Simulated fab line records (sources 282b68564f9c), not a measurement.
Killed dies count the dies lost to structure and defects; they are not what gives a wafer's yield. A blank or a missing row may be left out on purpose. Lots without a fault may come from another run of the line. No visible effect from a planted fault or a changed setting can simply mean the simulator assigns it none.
Split-lot study    flow rit cmos    on a route of 202 steps: 5 lots, 23 wafers read

ABOUT THE SPLIT
At RIT_ACTIVE_COAT_06 (resist thk 1000 nm), the setting spin rpm was moved away from the recipe's 3250 rpm on 11 of the 23 wafers read, by -5.0% to +5.8%. The other wafers ran this setting at the recipe's value.

FROM THE SPLIT TO THE READING: what the file shows between them, 5 steps
- RIT_ACTIVE_SOFTBAKE_07: time 60 s (also split here: time s)
- RIT_ACTIVE_EXPOSE_08: exposes mask M1, target cd 1400 nm
- RIT_ACTIVE_PEB_09
- RIT_ACTIVE_DEVELOP_10: develop time 50 s
- RIT_ACTIVE_HARDBAKE_12: time 60 s

THE READING
NOVOLAK_of_ACTIVE_COAT_06.thk nm (the simulator's own value, which no gauge read), in nm, at RIT_ACTIVE_ETCH_13 (etches Si3N4 in SF6, stops on SiO2, time 210 s, target depth 210 nm). No usual value for it is given in the file. Average 654.0 nm, standard deviation 3.7 nm, over the 12 wafers here run with the recipe.

wafer   tool, chamber at the split  spin rpm as run, rpm  against the recipe  NOVOLAK_of_ACTIVE_COAT_06.thk nm, nm  against lot-mates on the recipe
L076.1  litho track-03, 0           3172                  -2.4%               664.7                                 +8.5
L076.2  litho track-03, 0           3250                  recipe              657.3                                 -
L076.3  litho track-03, 0           3172                  -2.4%               660.7                                 +4.5
L076.5  litho track-03, 0           3250                  recipe              655.2                                 -
L076.6  litho track-03, 0           3172                  -2.4%               664.3                                 +8.0
L079.1  litho track-03, 0           3439                  +5.8%               630.1                                 -26.7
L079.2  litho track-03, 0           3250                  recipe              660.1                                 -
L079.3  litho track-03, 0           3250                  recipe              654.6                                 -
L079.4  litho track-03, 0           3439                  +5.8%               626.9                                 -29.9
L079.6  litho track-03, 0           3250                  recipe              655.8                                 -
L082.1  litho track-04, 0           3250                  recipe              657.9                                 -
L082.2  litho track-04, 0           3250                  recipe              651.2                                 -
L082.3  litho track-04, 0           3383                  +4.1%               640.3                                 -14.2
L082.4  litho track-04, 0           3383                  +4.1%               638.3                                 -16.2
L082.6  litho track-04, 0           3383                  +4.1%               637.6                                 -16.9
L084.1  litho track-04, 0           3089                  -5.0%               676                                   +22.4
L084.3  litho track-04, 0           3089                  -5.0%               675.3                                 +21.7
L084.4  litho track-04, 0           3089                  -5.0%               681.1                                 +27.5
L084.5  litho track-04, 0           3250                  recipe              650.9                                 -
L084.6  litho track-04, 0           3250                  recipe              656.3                                 -
L085.1  litho track-04, 0           3250                  recipe              647.4                                 -
L085.5  litho track-04, 0           3250                  recipe              648.6                                 -
L085.6  litho track-04, 0           3250                  recipe              652.5                                 -

THE FIT
A straight line over all 23 wafers: NOVOLAK_of_ACTIVE_COAT_06.thk nm changes by -4.31 nm for each +1% of spin rpm; r = -0.97; the points scatter about the line by 3.3 nm.
The same after taking each lot's own level away (the mean of its wafers on the recipe; 23 wafers): -4.45 nm for each +1%; r = -0.98; scatter 3 nm.
That fit puts the effect of the largest move of spin rpm on the reading at 26 nm.
From 649.50 to 656.83 nm: that is the span of the lots' own levels, equal to 2.0 times the standard deviation above.
The two slopes agree, so the slope changes little with the lot-to-lot level.
Check: with one of the wafers moved furthest among these (+5.8%) left out of the fit, the line predicts -25.8 nm for it against its lot-mates. Against them it came out at -26.7 nm.

ADDITIONAL SPLITS CARRIED BY THESE WAFERS
These wafers also went through other splits before the reading. Each is held against what the fit with the lots' levels taken away leaves over:
other split on the same wafers  wafers away from the commonest value  r with NOVOLAK_of_ACTIVE_COAT_06.thk nm (lot level and that fit taken away)
RIT_ACTIVE_SOFTBAKE_07 time s   9                                     -0.16

THE WHOLE CHAIN: every reading that the file lists as answering this split, in the file's order
step                    what it does                                                         reading                                                                            change (the file's fit)               r (the file's)
RIT_ACTIVE_COAT_06      resist thk 1000 nm                                                   NOVOLAK_of_ACTIVE_COAT_06.thk nm (the simulator's own value, which no gauge read)  -4.87 nm for each +1% of the setting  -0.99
RIT_ACTIVE_HARDBAKE_12  time 60 s                                                            NOVOLAK_of_ACTIVE_COAT_06.thk nm (the simulator's own value, which no gauge read)  -4.26 nm for each +1% of the setting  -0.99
RIT_ACTIVE_ETCH_13      etches Si3N4 in SF6, stops on SiO2, time 210 s, target depth 210 nm  NOVOLAK_of_ACTIVE_COAT_06.thk nm (the simulator's own value, which no gauge read)  -4.51 nm for each +1% of the setting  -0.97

THE FILE'S OWN FIT
NOVOLAK_of_ACTIVE_COAT_06.thk nm changes by -4.51 nm for each +1% of spin rpm, r = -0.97.
